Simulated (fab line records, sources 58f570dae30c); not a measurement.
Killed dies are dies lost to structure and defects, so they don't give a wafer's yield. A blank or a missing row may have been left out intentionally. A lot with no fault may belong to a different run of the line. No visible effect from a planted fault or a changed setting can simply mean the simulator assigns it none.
fab line records    flow berkeleyCmos170    part 1 of 2: steps 1 to 32 of 44
[record] lots = 5  wafers = 15  lastDay = 13
route steps=331 shown GATE@136 PLDD@145 NLDD@158 SPACER@171 PSD@175
lots untouched by any fault: they come from a run of this same line in which no faults occurred
startH: hours from the record's first day to the start of the lot's first wafer shown    waitH: hours from the lot's prior step to this one    " the same as in the row above    L1.1+2: several wafers, shown together as one row    - no value, or no start was given    * or withheld: withheld    < > ~ a bound
route shown NAME@n: a module of which the file shows steps, and the number in the route of the first    usual: mean and standard deviation over wafers with no fault    same: alike in all rows    chamber/n: place in a boat    sites: readings site by site    _std_site: the values' standard deviation    _edge_site: the outer-site mean with the inner-site mean subtracted    radiusMm: for every site, how far away it sits from the centre of the wafer    mask NAME#n: copy n    behind: the most recent tool/chamber to have shaped the wafer    hold: what put the lot on hold/how long, in hours/how the hold closed    device: names the non-switching transistor (n, p or np)    end of line: tests of these same wafers at the route's end    a step with no rows: only its recipe    killed: at the first sort, the dies lost to defects and structure; wafer yield is something else    map: dies across one wafer; x = killed, . = not, _ = none there
set.NAME: the setting as run; set.NAME@STEP: as run at that earlier step    model.NAME: the simulator's own value behind a step, which no gauge read
lots seen at some steps along the route; tables by step, rows by wafer
services: from which hour (startH, from the record's first day; less than 0 if before it) a tool's chamber was out of use, for how many hours, and why
[[steps]]
[step UCB170_GATE_PEB_10]
[recipe] pebTempC = 130  pebTimeS = withheld  resist = KrF
lot.wafer   tool           chamber  startH  waitH
L076.1+4+6  lithoTrack-03  0        179.63  0.1
L077.1+2+4  lithoTrack-03  0        190.13  0.1
L085.1+3+4  lithoTrack-01  0        220.06  0.5
L088.1+2+6  lithoTrack-03  0        235.16  0.9
L095.3+4+6  lithoTrack-04  0        259.54  0.4
[step UCB170_GATE_DEVELOP_11]
[recipe] developer = TMAH  developTimeS = 45  resist = KrF  devTempC = 21
lot.wafer   tool           chamber  startH  waitH
L076.1+4+6  lithoTrack-03  0        -       -
L077.1+2+4  lithoTrack-03  0        -       -
L085.1+3+4  lithoTrack-01  0        -       -
L088.1+2+6  lithoTrack-03  0        -       -
L095.3+4+6  lithoTrack-04  0        -       -
[step UCB170_GATE_CD_MEAS_12]
[recipe] targetCdNm = 350
[usual] cdNm = 350.5/1.5
lot.wafer  tool      chamber  startH  waitH  cdNm
L076.1     cdSem-02  -        179.90  -      350.1
L076.4     "         -        "       "      349.5
L076.6     "         -        "       "      348.6
L077.1     cdSem-02  -        190.40  -      352.1
L077.2     "         -        "       "      352.1
L077.4     "         -        "       "      352.2
L085.1     cdSem-02  -        220.33  -      351.3
L085.3     "         -        "       "      350.8
L085.4     "         -        "       "      351.0
L088.1     cdSem-01  -        235.44  -      351.6
L088.2     "         -        "       "      351.9
L088.6     "         -        "       "      351.5
L095.3     cdSem-02  -        259.96  -      352.3
L095.4     "         -        "       "      352.7
L095.6     "         -        "       "      352.5
[step UCB170_GATE_OVL_MEAS_13]
[usual] GATE_OVL = 0/5.4
lot.wafer  tool        chamber  startH  waitH  GATE_OVL[nm]
L076.1     overlay-02  -        180.02  0.1    12
L076.4     "           -        "       "      -1
L076.6     "           -        "       "      -2
L077.1     overlay-01  -        190.52  0.1    5
L077.2     "           -        "       "      2
L077.4     "           -        "       "      5
L085.1     overlay-02  -        220.45  0.1    0
L085.3     "           -        "       "      4
L085.4     "           -        "       "      -7
L088.1     overlay-02  -        235.56  0.1    9
L088.2     "           -        "       "      0
L088.6     "           -        "       "      1
L095.3     overlay-02  -        260.05  0.1    2
L095.4     "           -        "       "      3
L095.6     "           -        "       "      13
[step UCB170_GATE_ETCH_14]
[recipe] chemistry = N2/H2  targetDepthA = withheld  overetchA = withheld  target = BARC  timeS = withheld  sourceW = 500  biasW = 100  pressureMtorr = 30  n2FlowSccm = 100  h2FlowSccm = 200
[usual] chamberPressureMTorr = 29.996/0.027  drypumpMotorCurrentA = 5.9/0.53  oesProductAu = 1.000/0.024  throttleValvePct = 13.32/0.15
lot.wafer  tool        chamber  startH  waitH  chamberPressureMTorr  drypumpMotorCurrentA  oesProductAu  throttleValvePct
L076.1     rieDiel-02  3        180.06  0.0    30.022                5.6                   0.991         13.27
L076.4     "           1        "       "      30.007                6.5                   1.015         13.38
L076.6     "           1        "       "      30.030                6.6                   1.018         13.37
L077.1     rieDiel-04  1        190.56  0.0    30.026                4.7                   1.027         13.32
L077.2     "           0        "       "      29.957                6.4                   0.965         13.08
L077.4     "           2        "       "      30.013                5.8                   1.014         13.14
L085.1     rieDiel-02  2        220.49  0.0    29.968                6.3                   1.042         13.42
L085.3     "           0        "       "      30.003                5.0                   0.997         13.22
L085.4     "           1        "       "      30.029                6.5                   1.022         13.39
L088.1     rieDiel-04  0        235.59  0.0    30.034                6.4                   0.965         13.08
L088.2     "           2        "       "      30.007                5.8                   1.008         13.15
L088.6     "           2        "       "      30.026                5.8                   1.008         13.16
L095.3     rieDiel-01  0        260.08  0.0    30.018                5.9                   1.017         13.64
L095.4     "           2        "       "      29.969                6.5                   1.001         13.40
L095.6     "           0        "       "      30.043                5.9                   1.005         13.61
[step UCB170_GATE_ETCH_15]
[recipe] chemistry = HBr/Cl2  target = poly-Si  stopOn = SiO2  overEtchFrac = 0.3  icpW = 300  biasW = 150  timeS = 56.3  pressureMtorr = 15  HBr_flow_sccm = 150  Cl2_flow_sccm = 50  targetDepthA = 2782
[usual] chamberPressureMTorr = 15.002/0.015  drypumpMotorCurrentA = 5.6/0.57  heBacksideLeakSccm = 2.60/0.22  oesProductAu = 0.835/0.015  throttleValvePct = 26.48/0.25
lot.wafer  tool      chamber  startH  waitH  chamberPressureMTorr  drypumpMotorCurrentA  heBacksideLeakSccm  oesProductAu  rfHoursCounterH  throttleValvePct
L076.1     rieSi-01  2        180.10  -      14.991                6.0                   2.70                0.839         73               25.94
L076.4     "         0        "       "      15.001                5.6                   3.05                0.817         110              26.61
L076.6     "         2        "       "      14.995                6.0                   2.84                0.830         -                25.95
L077.1     rieSi-02  0        190.60  -      14.996                6.0                   2.47                0.845         0                26.31
L077.2     "         3        "       "      14.999                5.5                   2.62                0.822         41               26.47
L077.4     "         2        "       "      14.994                5.1                   2.71                0.827         65               26.76
L085.1     rieSi-01  3        220.53  -      14.989                6.7                   2.89                0.832         0                26.52
L085.3     "         2        "       "      14.999                6.0                   2.58                0.839         73               25.94
L085.4     "         1        "       "      15.018                4.8                   2.53                0.829         -                26.69
L088.1     rieSi-02  1        235.63  -      15.017                5.1                   2.42                0.864         18               26.64
L088.2     "         0        "       "      15.000                6.0                   2.61                0.856         1                26.30
L088.6     "         3        "       "      15.106                5.4                   2.45                0.839         -                26.45
L095.3     rieSi-02  0        260.12  -      14.998                6.0                   2.27                0.857         1                26.29
L095.4     "         1        "       "      15.022                5.2                   2.43                0.855         18               26.64
L095.6     "         0        "       "      15.017                6.0                   2.29                0.853         -                26.31
[step UCB170_GATE_STRIP_16]
[recipe] chemistry = O2  powerW = 400  pressureMtorr = 3500  platenTempC = withheld  o2FlowSccm = 400  overashFraction = 0.5
[usual] chamberPressureMTorr = 3499.8/2.9  drypumpMotorCurrentA = 5.3/0.43  oesProductAu = 0.725/0.0046
[same] overashFraction = 0.5
lot.wafer  tool            chamber  startH  waitH  chamberPressureMTorr  drypumpMotorCurrentA  oesProductAu  rfHoursCounterH
L076.1     plasmaAsher-01  1        180.15  0.0    3502.0                5.3                   0.723         44
L076.4     "               1        "       "      3503.4                5.4                   0.724         -
L076.6     "               0        "       "      3499.8                5.0                   0.722         -
L077.1     plasmaAsher-04  0        190.65  0.0    3501.5                6.2                   0.728         9
L077.2     "               1        "       "      3497.0                5.3                   0.731         9
L077.4     "               1        "       "      3496.1                5.4                   0.723         -
L085.1     plasmaAsher-01  1        220.58  0.0    3503.2                5.3                   0.725         49
L085.3     "               0        "       "      3500.4                5.0                   0.729         -
L085.4     "               1        "       "      3499.9                5.3                   0.724         -
L088.1     plasmaAsher-01  0        235.68  0.0    3498.0                5.0                   0.720         51
L088.2     "               1        "       "      3502.1                5.3                   0.724         51
L088.6     "               1        "       "      3502.5                5.4                   0.720         -
L095.3     plasmaAsher-04  0        260.20  0.1    3496.0                6.2                   0.722         -
L095.4     "               1        "       "      3497.8                5.3                   0.730         -
L095.6     "               0        "       "      3499.7                6.2                   0.729         -
[step UCB170_GATE_CD_MEAS_90]
[recipe] targetCdNm = 350
[usual] cdNm = 350.5/1.7
lot.wafer  tool      chamber  startH  waitH  cdNm
L076.1     cdSem-01  -        180.25  0.1    350.7
L076.4     "         -        "       "      349.4
L076.6     "         -        "       "      348.7
L077.1     cdSem-02  -        190.76  0.1    351.3
L077.2     "         -        "       "      351.6
L077.4     "         -        "       "      351.2
L085.1     cdSem-02  -        220.68  0.1    350.4
L085.3     "         -        "       "      349.5
L085.4     "         -        "       "      350.5
L088.1     cdSem-01  -        235.78  0.1    350.8
L088.2     "         -        "       "      351.8
L088.6     "         -        "       "      350.9
L095.3     cdSem-01  -        260.31  0.1    352.2
L095.4     "         -        "       "      353.1
L095.6     "         -        "       "      352.4
[step UCB170_GATE_CLEAN_17]
[recipe] chemistry = SPM  tempC = 120  timeS = 600
lot.wafer   tool         chamber  startH  waitH
L076.1+4+6  wetBench-04  1        180.52  0.3
L077.1+2+4  wetBench-04  1        191.32  0.5
L085.1+3+4  wetBench-02  1        223.05  2.3
L088.1+2+6  wetBench-04  2        235.90  0.1
L095.3+4+6  wetBench-04  1        260.39  0.1
[step UCB170_PLDD_HMDS_00]
[recipe] primeTimeS = 60  primeTempC = 100
lot.wafer   tool           chamber  startH  waitH
L076.1+4+6  lithoTrack-04  0        180.75  0.0
L077.1+2+4  lithoTrack-04  0        191.95  0.5
L085.1+3+4  lithoTrack-02  0        223.97  0.6
L088.1+2+6  lithoTrack-04  0        236.34  0.3
L095.3+4+6  lithoTrack-04  0        260.63  0.1
[step UCB170_PLDD_COAT_01]
[recipe] resist = KrF  spinRpm = 1500  resistThkNm = 900
lot.wafer   tool           chamber  startH  waitH
L076.1+4+6  lithoTrack-04  0        180.90  0.1
L077.1+2+4  lithoTrack-04  0        192.10  0.1
L085.1+3+4  lithoTrack-02  0        224.12  0.1
L088.1+2+6  lithoTrack-04  0        236.49  0.1
L095.3+4+6  lithoTrack-04  0        260.78  0.1
[step UCB170_PLDD_SOFTBAKE_02]
[recipe] resist = KrF  tempC = 130  timeS = 60
lot.wafer   tool           chamber  startH  waitH
L076.1+4+6  lithoTrack-04  0        181.05  0.1
L077.1+2+4  lithoTrack-04  0        192.25  0.1
L085.1+3+4  lithoTrack-02  0        224.27  0.1
L088.1+2+6  lithoTrack-04  0        236.64  0.1
L095.3+4+6  lithoTrack-04  0        260.93  0.1
[step UCB170_PLDD_EXPOSE_03]
[recipe] maskId = PSELECT  na = 0.5  sigmaOuter = 0.6  sourceShape = conventional  targetCdNm = 1200  doseMj = 30
[same] sigmaOuter = 0.6
lot.wafer   tool           chamber  startH  waitH  mask
L076.1+4+6  krfScanner-01  0        181.34  0.3    PSELECT#0
L077.1+2+4  krfScanner-02  0        192.53  0.2    PSELECT#0
L085.1+3+4  krfScanner-01  0        224.55  0.2    PSELECT#0
L088.1+2+6  krfScanner-02  0        236.91  0.2    PSELECT#0
L095.3+4+6  krfScanner-02  0        261.07  0.1    PSELECT#0
[step UCB170_PLDD_PEB_04]
[recipe] pebTempC = 130  pebTimeS = withheld  resist = KrF
lot.wafer   tool           chamber  startH  waitH
L076.1+4+6  lithoTrack-04  0        181.46  0.1
L077.1+2+4  lithoTrack-02  0        192.95  0.4
L085.1+3+4  lithoTrack-02  0        224.97  0.4
L088.1+2+6  lithoTrack-03  0        237.71  0.8
L095.3+4+6  lithoTrack-02  0        261.27  0.2
[step UCB170_PLDD_DEVELOP_05]
[recipe] developer = TMAH  developTimeS = 45  resist = KrF  devTempC = 21
lot.wafer   tool           chamber  startH  waitH
L076.1+4+6  lithoTrack-04  0        -       -
L077.1+2+4  lithoTrack-02  0        -       -
L085.1+3+4  lithoTrack-02  0        -       -
L088.1+2+6  lithoTrack-03  0        -       -
L095.3+4+6  lithoTrack-02  0        -       -
[step UCB170_PLDD_CD_MEAS_06]
[recipe] targetCdNm = 1200
[usual] cdNm = 1199.6/1.1
lot.wafer  tool      chamber  startH  waitH  cdNm
L076.1     cdSem-02  -        181.73  -      1199.3
L076.4     "         -        "       "      1201.5
L076.6     "         -        "       "      1199.5
L077.1     cdSem-02  -        193.65  -      1198.0
L077.2     "         -        "       "      1198.4
L077.4     "         -        "       "      1199.2
L085.1     cdSem-02  -        225.33  -      1198.4
L085.3     "         -        "       "      1199.6
L085.4     "         -        "       "      1198.5
L088.1     cdSem-01  -        237.99  -      1198.3
L088.2     "         -        "       "      1197.7
L088.6     "         -        "       "      1199.3
L095.3     cdSem-01  -        261.53  -      1200.7
L095.4     "         -        "       "      1200.2
L095.6     "         -        "       "      1200.9
[step UCB170_PLDD_OVL_MEAS_07]
[usual] PLDD_OVL = 0/5.2
lot.wafer  tool        chamber  startH  waitH  PLDD_OVL[nm]
L076.1     overlay-01  -        181.85  0.1    -3
L076.4     "           -        "       "      6
L076.6     "           -        "       "      7
L077.1     overlay-02  -        193.77  0.1    -1
L077.2     "           -        "       "      -14
L077.4     "           -        "       "      -5
L085.1     overlay-02  -        225.45  0.1    -5
L085.3     "           -        "       "      -4
L085.4     "           -        "       "      2
L088.1     overlay-02  -        238.11  0.1    -8
L088.2     "           -        "       "      -5
L088.6     "           -        "       "      -6
L095.3     overlay-02  -        261.62  0.1    -5
L095.4     "           -        "       "      2
L095.6     "           -        "       "      2
[step UCB170_PLDD_IMPLANT_08]
[recipe] species = BF2  doseCm2 = 5e+13  energyKev = 10  tiltDeg = 7  rotationDeg = 0
lot.wafer   tool          chamber  startH  waitH
L076.1+4+6  implanter-01  0        181.89  0.0
L077.1+2+4  implanter-02  0        193.81  0.0
L085.1+3+4  implanter-02  0        225.48  0.0
L088.1+2+6  implanter-01  0        238.14  0.0
L095.3+4+6  implanter-04  0        261.70  0.1
[step UCB170_PLDD_IMPLANT_09]
[recipe] species = BF2  doseCm2 = 5e+13  energyKev = 10  tiltDeg = 7  rotationDeg = 180
lot.wafer   tool          chamber  startH  waitH
L076.1+4+6  implanter-01  0        182.04  0.1
L077.1+2+4  implanter-02  0        193.96  0.1
L085.1+3+4  implanter-02  0        225.63  0.1
L088.1+2+6  implanter-01  0        238.29  0.1
L095.3+4+6  implanter-04  0        261.85  0.1
[step UCB170_PLDD_STRIP_10]
[recipe] chemistry = O2  powerW = 400  pressureMtorr = 3500  platenTempC = withheld  o2FlowSccm = 400  overashFraction = 0.5
[usual] chamberPressureMTorr = 3499.9/3  drypumpMotorCurrentA = 5.6/0.56  oesProductAu = 0.735/0.0042  stripTimeToEndpointS = 21.62/0.056
[same] overashFraction = 0.5
lot.wafer  tool            chamber  startH  waitH  chamberPressureMTorr  drypumpMotorCurrentA  oesProductAu  rfHoursCounterH  stripTimeToEndpointS
L076.1     plasmaAsher-03  1        182.19  0.1    3504.5                6.4                   0.739         47               21.58
L076.4     "               1        "       "      3500.8                6.4                   0.741         -                21.60
L076.6     "               1        "       "      3497.6                6.4                   0.735         -                21.58
L077.1     plasmaAsher-01  1        194.11  0.1    3499.0                5.3                   0.735         46               21.57
L077.2     "               0        "       "      3499.3                5.0                   0.732         46               21.61
L077.4     "               1        "       "      3497.1                5.3                   0.734         -                21.62
L085.1     plasmaAsher-03  1        225.78  0.1    3502.6                6.4                   0.734         52               21.62
L085.3     "               1        "       "      3500.1                6.4                   0.733         -                21.61
L085.4     "               0        "       "      3498.1                5.2                   0.739         -                21.56
L088.1     plasmaAsher-04  0        238.44  0.1    3502.6                6.2                   0.731         14               21.63
L088.2     "               1        "       "      3500.6                5.3                   0.730         14               21.64
L088.6     "               0        "       "      3500.1                6.2                   0.735         -                21.58
L095.3     plasmaAsher-03  1        261.98  0.1    3496.0                6.5                   0.731         -                21.55
L095.4     "               0        "       "      3499.6                5.2                   0.737         -                21.55
L095.6     "               0        "       "      3495.8                5.2                   0.730         -                21.55
[step UCB170_PLDD_TW_MEAS_11]
[usual] PLDD_TW = 1016/9.1
lot.wafer  tool          chamber  startH  waitH  PLDD_TW
L076.1     filmMetro-04  -        182.29  0.1    1032
L076.4     "             -        "       "      1024
L076.6     "             -        "       "      1022
L077.1     filmMetro-04  -        194.21  0.1    1028
L077.2     "             -        "       "      1026
L077.4     "             -        "       "      1030
L085.1     filmMetro-01  -        225.88  0.1    1011
L085.3     "             -        "       "      1014
L085.4     "             -        "       "      1016
L088.1     filmMetro-01  -        238.54  0.1    1009
L088.2     "             -        "       "      1013
L088.6     "             -        "       "      1012
L095.3     filmMetro-01  -        262.07  0.1    1023
L095.4     "             -        "       "      1028
L095.6     "             -        "       "      1021
[step UCB170_PLDD_CLEAN_12]
[recipe] chemistry = SPM  tempC = 120  timeS = 600
lot.wafer   tool         chamber  startH  waitH
L076.1+4+6  wetBench-04  2        182.49  0.2
L077.1+2+4  wetBench-04  3        194.36  0.1
L085.1+3+4  wetBench-01  0        225.94  0.1
L088.1+2+6  wetBench-01  1        239.94  1.4
L095.3+4+6  wetBench-04  2        262.11  0.0
[step UCB170_NLDD_HMDS_00]
[recipe] primeTimeS = 60  primeTempC = 100
lot.wafer   tool           chamber  startH  waitH
L076.1+4+6  lithoTrack-02  0        182.71  0.0
L077.1+2+4  lithoTrack-02  0        194.66  0.1
L085.1+3+4  lithoTrack-01  0        226.14  0.0
L088.1+2+6  lithoTrack-04  0        240.13  0.0
L095.3+4+6  lithoTrack-04  0        262.80  0.5
[step UCB170_NLDD_COAT_01]
[recipe] resist = KrF  spinRpm = 1500  resistThkNm = 900
lot.wafer   tool           chamber  startH  waitH
L076.1+4+6  lithoTrack-02  0        182.86  0.1
L077.1+2+4  lithoTrack-02  0        194.81  0.1
L085.1+3+4  lithoTrack-01  0        226.29  0.1
L088.1+2+6  lithoTrack-04  0        240.28  0.1
L095.3+4+6  lithoTrack-04  0        262.95  0.1
[step UCB170_NLDD_SOFTBAKE_02]
[recipe] resist = KrF  tempC = 130  timeS = 60
lot.wafer   tool           chamber  startH  waitH
L076.1+4+6  lithoTrack-02  0        183.01  0.1
L077.1+2+4  lithoTrack-02  0        194.96  0.1
L085.1+3+4  lithoTrack-01  0        226.44  0.1
L088.1+2+6  lithoTrack-04  0        240.43  0.1
L095.3+4+6  lithoTrack-04  0        263.10  0.1
[step UCB170_NLDD_EXPOSE_03]
[recipe] maskId = NSELECT  na = 0.5  sigmaOuter = 0.6  sourceShape = conventional  targetCdNm = 1200  doseMj = 30
[same] sigmaOuter = 0.6
lot.wafer   tool           chamber  startH  waitH  mask
L076.1+4+6  krfScanner-02  0        183.16  0.1    NSELECT#0
L077.1+2+4  krfScanner-01  0        195.17  0.2    NSELECT#0
L085.1+3+4  krfScanner-02  0        226.59  0.1    NSELECT#0
L088.1+2+6  krfScanner-02  0        240.58  0.1    NSELECT#0
L095.3+4+6  krfScanner-01  0        263.37  0.2    NSELECT#0
[step UCB170_NLDD_PEB_04]
[recipe] pebTempC = 130  pebTimeS = withheld  resist = KrF
lot.wafer   tool           chamber  startH  waitH
L076.1+4+6  lithoTrack-04  0        183.40  0.2
L077.1+2+4  lithoTrack-02  0        195.56  0.4
L085.1+3+4  lithoTrack-04  0        226.71  0.1
L088.1+2+6  lithoTrack-01  0        240.70  0.1
L095.3+4+6  lithoTrack-02  0        263.62  0.2
[step UCB170_NLDD_DEVELOP_05]
[recipe] developer = TMAH  developTimeS = 45  resist = KrF  devTempC = 21
lot.wafer   tool           chamber  startH  waitH
L076.1+4+6  lithoTrack-04  0        -       -
L077.1+2+4  lithoTrack-02  0        -       -
L085.1+3+4  lithoTrack-04  0        -       -
L088.1+2+6  lithoTrack-01  0        -       -
L095.3+4+6  lithoTrack-02  0        -       -
[step UCB170_NLDD_CD_MEAS_06]
[recipe] targetCdNm = 1200
[usual] cdNm = 1200.2/1.5
lot.wafer  tool      chamber  startH  waitH  cdNm
L076.1     cdSem-02  -        183.67  -      1198.2
L076.4     "         -        "       "      1198.7
L076.6     "         -        "       "      1197.8
L077.1     cdSem-02  -        195.83  -      1200.2
L077.2     "         -        "       "      1199.8
L077.4     "         -        "       "      1200.1
L085.1     cdSem-02  -        226.98  -      1202.0
L085.3     "         -        "       "      1202.6
L085.4     "         -        "       "      1203.5
L088.1     cdSem-02  -        240.97  -      1198.1
L088.2     "         -        "       "      1198.9
L088.6     "         -        "       "      1198.0
L095.3     cdSem-02  -        263.88  -      1199.8
L095.4     "         -        "       "      1199.6
L095.6     "         -        "       "      1198.9
[step UCB170_NLDD_OVL_MEAS_07]
[usual] NLDD_OVL = -3/6.2
lot.wafer  tool        chamber  startH  waitH  NLDD_OVL[nm]
L076.1     overlay-01  -        183.79  0.1    -6
L076.4     "           -        "       "      -4
L076.6     "           -        "       "      0
L077.1     overlay-01  -        195.95  0.1    -3
L077.2     "           -        "       "      -9
L077.4     "           -        "       "      -17
L085.1     overlay-01  -        227.10  0.1    -5
L085.3     "           -        "       "      -5
L085.4     "           -        "       "      -2
L088.1     overlay-02  -        241.09  0.1    -11
L088.2     "           -        "       "      0
L088.6     "           -        "       "      2
L095.3     overlay-02  -        263.97  0.1    -15
L095.4     "           -        "       "      -4
L095.6     "           -        "       "      -1
[step UCB170_NLDD_IMPLANT_08]
[recipe] species = As  doseCm2 = 5e+13  energyKev = 30  tiltDeg = 7  rotationDeg = 0
lot.wafer   tool          chamber  startH  waitH
L076.1+4+6  implanter-02  0        183.83  0.0
L077.1+2+4  implanter-02  0        195.99  0.0
L085.1+3+4  implanter-04  0        227.14  0.0
L088.1+2+6  implanter-02  0        241.13  0.0
L095.3+4+6  implanter-02  0        264.05  0.1
[step UCB170_NLDD_IMPLANT_09]
[recipe] species = As  doseCm2 = 5e+13  energyKev = 30  tiltDeg = 7  rotationDeg = 180
lot.wafer   tool          chamber  startH  waitH
L076.1+4+6  implanter-02  0        183.98  0.1
L077.1+2+4  implanter-02  0        196.14  0.1
L085.1+3+4  implanter-04  0        227.29  0.1
L088.1+2+6  implanter-02  0        241.28  0.1
L095.3+4+6  implanter-02  0        264.20  0.1
